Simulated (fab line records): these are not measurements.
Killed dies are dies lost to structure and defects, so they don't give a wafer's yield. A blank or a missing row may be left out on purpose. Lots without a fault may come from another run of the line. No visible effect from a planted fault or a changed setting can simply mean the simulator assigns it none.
fab line records + flow rit-cmos
record
- lots=5
- wafers=15
- last-day=7
route steps=202 shown NWELL@30 PWELL@39 M1@202
lots that met no fault: from a run of the same line without faults
start-h: hours from the record's opening day to when the first of the lot's shown wafers began + wait-h: hours from the lot's prior step to this one + " repeats the value in the row above + L1.1+2: a row that stands for several wafers + - no value, or no start given + * or withheld: withheld + < > ~ a bound
route shown NAME@n: a module of which the file shows steps, and the number in the route of the first + usual: mean and standard deviation over wafers with no fault + same: alike in all rows + chamber/n: place in a boat + sites: per-site readings + _std_site: the values' standard deviation + _edge_site: outer sites' mean less inner sites' + radius-mm: for every site, how far away it sits from the centre of the wafer + mask NAME#n: copy n + behind: the last tool/chamber to shape the wafer + hold: cause of the lot's hold/its duration in hours/its outcome + device: transistor that didn't switch, given as n, p or np + end of line: the route-end tests of the same wafers + a step with no rows: only its recipe + killed: at the first sort, the dies lost to defects and structure; wafer yield is something else + map: a wafer's dies, x killed, . not, _ none there
set.NAME: the setting the step ran with; set.NAME@STEP: the setting that earlier step ran with + model.NAME: the simulator's own value behind a step, which no gauge read
lots at selected steps of the route; one table per step, one row per wafer
services: from which hour (start-h, from the record's first day; less than 0 if before it) a tool's chamber was out of use, for how many hours, and why
## steps
# step RIT_NWELL_SOFTBAKE_02
# recipe
- resist=NOVOLAK
- temp-c=90
- time-s=60
# step RIT_NWELL_EXPOSE_03
# recipe
- mask-id=M2
- na=0.57
- target-cd-nm=43900
- dose-mj=250
# step RIT_NWELL_PEB_04
# recipe
- resist=NOVOLAK
- temp-c=withheld
- time-s=withheld
# step RIT_NWELL_DEVELOP_05
# recipe
- resist=NOVOLAK
- develop-time-s=68
- dev-temp-c=23
# step RIT_NWELL_OVL_MEAS_06
# usual
- NWELL_OVL=-0.5/1.4
| lot.wafer | tool       | chamber | start-h | wait-h | NWELL_OVL[nm] |
|-----------|------------|---------|---------|--------|---------------|
| L111.1    | overlay-02 | -       | 24.29   | -      | 2.1           |
| L111.3    | "          | -       | "       | "      | 1.0           |
| L111.4    | "          | -       | "       | "      | 1.4           |
| L118.1    | overlay-02 | -       | 57.12   | -      | -2.1          |
| L118.2    | "          | -       | "       | "      | -0.3          |
| L118.4    | "          | -       | "       | "      | -1.0          |
| L121.1    | overlay-01 | -       | 73.08   | -      | -0.4          |
| L121.2    | "          | -       | "       | "      | 0.9           |
| L121.6    | "          | -       | "       | "      | 1.0           |
| L126.2    | overlay-02 | -       | 101.57  | -      | -0.3          |
| L126.5    | "          | -       | "       | "      | -1.4          |
| L126.6    | "          | -       | "       | "      | -1.5          |
| L132.1    | overlay-02 | -       | 128.12  | -      | -0.9          |
| L132.2    | "          | -       | "       | "      | -0.8          |
| L132.5    | "          | -       | "       | "      | -2.0          |
# step RIT_NWELL_HARDBAKE_07
# recipe
- resist=NOVOLAK
- temp-c=140
- time-s=120
# step RIT_NWELL_IMPLANT_08
# recipe
- species=P
- energy-kev=170
- dose-cm2=5e+13
- tilt-deg=7.32
# step RIT_NWELL_STRIP_09
# recipe
- chemistry=O2
- time-s=180
- resist=NOVOLAK
- platen-temp-c=withheld
- power-w=500
- pressure-mtorr=4000
- o2-flow-sccm=4000
# usual
- drypump-motor-current-A=5.3/0.32
- rf-refl-power-W=6.0/1.7
| lot.wafer | tool            | chamber | start-h | wait-h | drypump-motor-current-A | rf-hours-counter-h | rf-refl-power-W |
|-----------|-----------------|---------|---------|--------|-------------------------|--------------------|-----------------|
| L111.1    | plasma-asher-01 | 1       | 24.72   | 0.1    | 4.9                     | 36                 | 8.1             |
| L111.3    | "               | 0       | "       | "      | 5.0                     | -                  | 4.2             |
| L111.4    | "               | 1       | "       | "      | 4.9                     | -                  | 8.0             |
| L118.1    | plasma-asher-02 | 1       | 57.56   | 0.1    | 5.4                     | 44                 | 4.8             |
| L118.2    | "               | 0       | "       | "      | 5.3                     | 44                 | 8.0             |
| L118.4    | "               | 0       | "       | "      | 5.3                     | -                  | 8.0             |
| L121.1    | plasma-asher-04 | 0       | 73.63   | 0.1    | 5.9                     | 42                 | 6.7             |
| L121.2    | "               | 1       | "       | "      | 5.3                     | 42                 | 3.4             |
| L121.6    | "               | 0       | "       | "      | 5.9                     | -                  | 6.8             |
| L126.2    | plasma-asher-01 | 0       | 102.00  | 0.1    | 5.0                     | 44                 | 4.4             |
| L126.5    | "               | 1       | "       | "      | 4.9                     | -                  | 8.4             |
| L126.6    | "               | 0       | "       | "      | 5.0                     | -                  | 4.5             |
| L132.1    | plasma-asher-04 | 0       | 128.55  | 0.1    | 5.9                     | 1                  | 7.0             |
| L132.2    | "               | 1       | "       | "      | 5.3                     | 1                  | 3.7             |
| L132.5    | "               | 0       | "       | "      | 5.9                     | -                  | 7.4             |
# step RIT_NWELL_TW_MEAS_10
# usual
- NWELL_TW=2141/18
| lot.wafer | tool          | chamber | start-h | wait-h | NWELL_TW |
|-----------|---------------|---------|---------|--------|----------|
| L111.1    | film-metro-02 | -       | 24.90   | 0.1    | 2152     |
| L111.3    | "             | -       | "       | "      | 2138     |
| L111.4    | "             | -       | "       | "      | 2155     |
| L118.1    | film-metro-02 | -       | 57.73   | 0.1    | 2167     |
| L118.2    | "             | -       | "       | "      | 2156     |
| L118.4    | "             | -       | "       | "      | 2164     |
| L121.1    | film-metro-02 | -       | 73.80   | 0.1    | 2166     |
| L121.2    | "             | -       | "       | "      | 2159     |
| L121.6    | "             | -       | "       | "      | 2161     |
| L126.2    | film-metro-04 | -       | 102.18  | 0.1    | 2141     |
| L126.5    | "             | -       | "       | "      | 2134     |
| L126.6    | "             | -       | "       | "      | 2138     |
| L132.1    | film-metro-01 | -       | 128.73  | 0.1    | 2130     |
| L132.2    | "             | -       | "       | "      | 2142     |
| L132.5    | "             | -       | "       | "      | 2136     |
# step RIT_PWELL_HMDS_00
# recipe
- prime-time-s=60
- prime-temp-c=140
# step RIT_PWELL_COAT_01
# recipe
- resist=NOVOLAK
- spin-rpm=2000
- resist-thk-nm=1300
# step RIT_PWELL_SOFTBAKE_02
# recipe
- resist=NOVOLAK
- temp-c=90
- time-s=60
# step RIT_PWELL_EXPOSE_03
# recipe
- mask-id=M3
- na=0.57
- target-cd-nm=43700
- dose-mj=250
# usual
- focus-offset-nm=0.1/0.43
| lot.wafer | tool             | chamber | start-h | wait-h | mask    | focus-offset-nm |
|-----------|------------------|---------|---------|--------|---------|-----------------|
| L111.1    | iline-stepper-01 | 0       | 25.53   | 0.2    | M3#0    | 0.2             |
| L111.3    | "                | 0       | "       | "      | M3#0    | 0.0             |
| L111.4    | "                | 0       | "       | "      | M3#0    | 0.4             |
| L118.1    | iline-stepper-01 | 0       | 58.37   | 0.2    | M3_R1#0 | -0.1            |
| L118.2    | "                | 0       | "       | "      | M3_R1#0 | 0.0             |
| L118.4    | "                | 0       | "       | "      | M3_R1#0 | -0.3            |
| L121.1    | iline-stepper-02 | 0       | 74.31   | 0.1    | M3#0    | -0.2            |
| L121.2    | "                | 0       | "       | "      | M3#0    | 0.3             |
| L121.6    | "                | 0       | "       | "      | M3#0    | 0.2             |
| L126.2    | iline-stepper-01 | 0       | 102.83  | 0.2    | M3#0    | 0.3             |
| L126.5    | "                | 0       | "       | "      | M3#0    | 0.2             |
| L126.6    | "                | 0       | "       | "      | M3#0    | 0.0             |
| L132.1    | iline-stepper-01 | 0       | 129.24  | 0.1    | M3#0    | 0.3             |
| L132.2    | "                | 0       | "       | "      | M3#0    | -0.3            |
| L132.5    | "                | 0       | "       | "      | M3#0    | -0.1            |
# step RIT_PWELL_PEB_04
# recipe
- resist=NOVOLAK
- temp-c=withheld
- time-s=withheld
# step RIT_M1_PROBE_99
# usual
- killed-at-contacts=0.1/0.25
- killed-at-front-end=7/3.2
- killed-dies=7/3.2
- killed-open=3.5/2.2
- killed-short=3.6/2.1
# same
- gross-dies=264
- killed_at_M0_to_M3=0
- killed_at_M4_up=0
- killed-at-back-side=0
- killed-at-other=0
| lot.wafer | tool      | chamber | start-h | wait-h | killed-at-contacts | killed-at-front-end | killed-dies | killed-open | killed-short |
|-----------|-----------|---------|---------|--------|--------------------|---------------------|-------------|-------------|--------------|
| L118.1    | prober-01 | -       | 94.87   | 0.1    | 0                  | 8                   | 8           | 2           | 6            |
| L118.2    | prober-01 | -       | 94.92   | 0.1    | 0                  | 5                   | 5           | 3           | 2            |
| L118.4    | prober-01 | -       | 95.02   | 0.2    | 0                  | 7                   | 7           | 3           | 4            |
| L121.1    | prober-02 | -       | 119.99  | 0.1    | 0                  | 6                   | 6           | 4           | 2            |
| L121.2    | prober-02 | -       | 120.04  | 0.1    | 0                  | 9                   | 9           | 4           | 5            |
| L121.6    | prober-02 | -       | 120.24  | 0.2    | 1                  | 4                   | 5           | 3           | 2            |
# killed by level:class
L118.1 SPACER:geometric-particle:short=4 REOX:geometric-particle:short=1 SPACER:geometric-particle:open=1 SILICIDE:geometric-particle:open=1 SILICIDE:geometric-particle:short=1
L118.2 FOX1:geometric-particle:open=1 FOX2:geometric-particle:short=1 REOX:geometric-particle:open=1 SILICIDE:geometric-particle:short=1 SILICIDE:geometric-particle:open=1
L118.4 SPACER:geometric-particle:short=2 REOX:geometric-particle:short=1 REOX:geometric-particle:open=1 SPACER:geometric-particle:open=1 SILICIDE:geometric-particle:open=1 SILICIDE:geometric-particle:short=1
L121.1 FOX2:geometric-particle:short=1 FOX2:geometric-particle:open=1 GATE:geometric-particle:open=1 REOX:geometric-particle:open=1 SPACER:geometric-particle:open=1 SILICIDE:geometric-particle:short=1
L121.2 GATE:geometric-particle:open=4 FOX1:geometric-particle:short=2 FOX2:geometric-particle:short=1 GATE:geometric-particle:short=1 REOX:geometric-particle:short=1
L121.6 FOX1:geometric-particle:open=1 GATE:geometric-particle:short=1 REOX:geometric-particle:open=1 SILICIDE:geometric-particle:short=1 CONTACT:geometric-particle:open=1
## services
| tool             | chamber | start-h | hours | kind       |
|------------------|---------|---------|-------|------------|
| iline-stepper-01 | -       | 10.44   | 1.7   | pm         |
| plasma-asher-04  | -       | 17.94   | 6.0   | repair     |
| plasma-asher-04  | -       | 43.51   | 3.7   | repair     |
| plasma-asher-04  | -       | 51.11   | 3.1   | repair     |
| iline-stepper-01 | -       | 51.70   | 3.5   | repair     |
| plasma-asher-04  | -       | 77.09   | 1.1   | repair     |
| iline-stepper-01 | -       | 77.96   | 0.8   | repair     |
| iline-stepper-02 | -       | 99.40   | 1.7   | pm         |
| plasma-asher-04  | -       | 108.75  | 9.0   | pm         |
| plasma-asher-04  | 0       | 108.75  | 9.0   | vent-cycle |
| plasma-asher-04  | 1       | 108.75  | 9.0   | vent-cycle |
| plasma-asher-04  | 0       | 117.75  | -     | clean      |
| plasma-asher-04  | 1       | 117.75  | -     | clean      |
## key
first-sign
- step=RIT_PWELL_EXPOSE_03
- reading=mask
- direction=changed
effect none on later readings
met-at RIT_PWELL_EXPOSE_03
struck-wafers L118.1,L118.2,L118.4
tester-left-out L118
onset-between 25.53 58.37
fault
- kind=wrong-mask
- tool=any
- chamber=-
- onset-h=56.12
- steps=RIT_PWELL_EXPOSE_03
- aux-copy=M3_R1#0
- cd-offset-nm=-350
- scope=struck-lots-only
# tester-left-out: of these lots the tester's yield and bins aren't shown, on N5 and GAA mostly nor the transistor test; their killed dies are dies lost to structure and defects alone, not to doping, threshold or leakage, so they don't give the yield
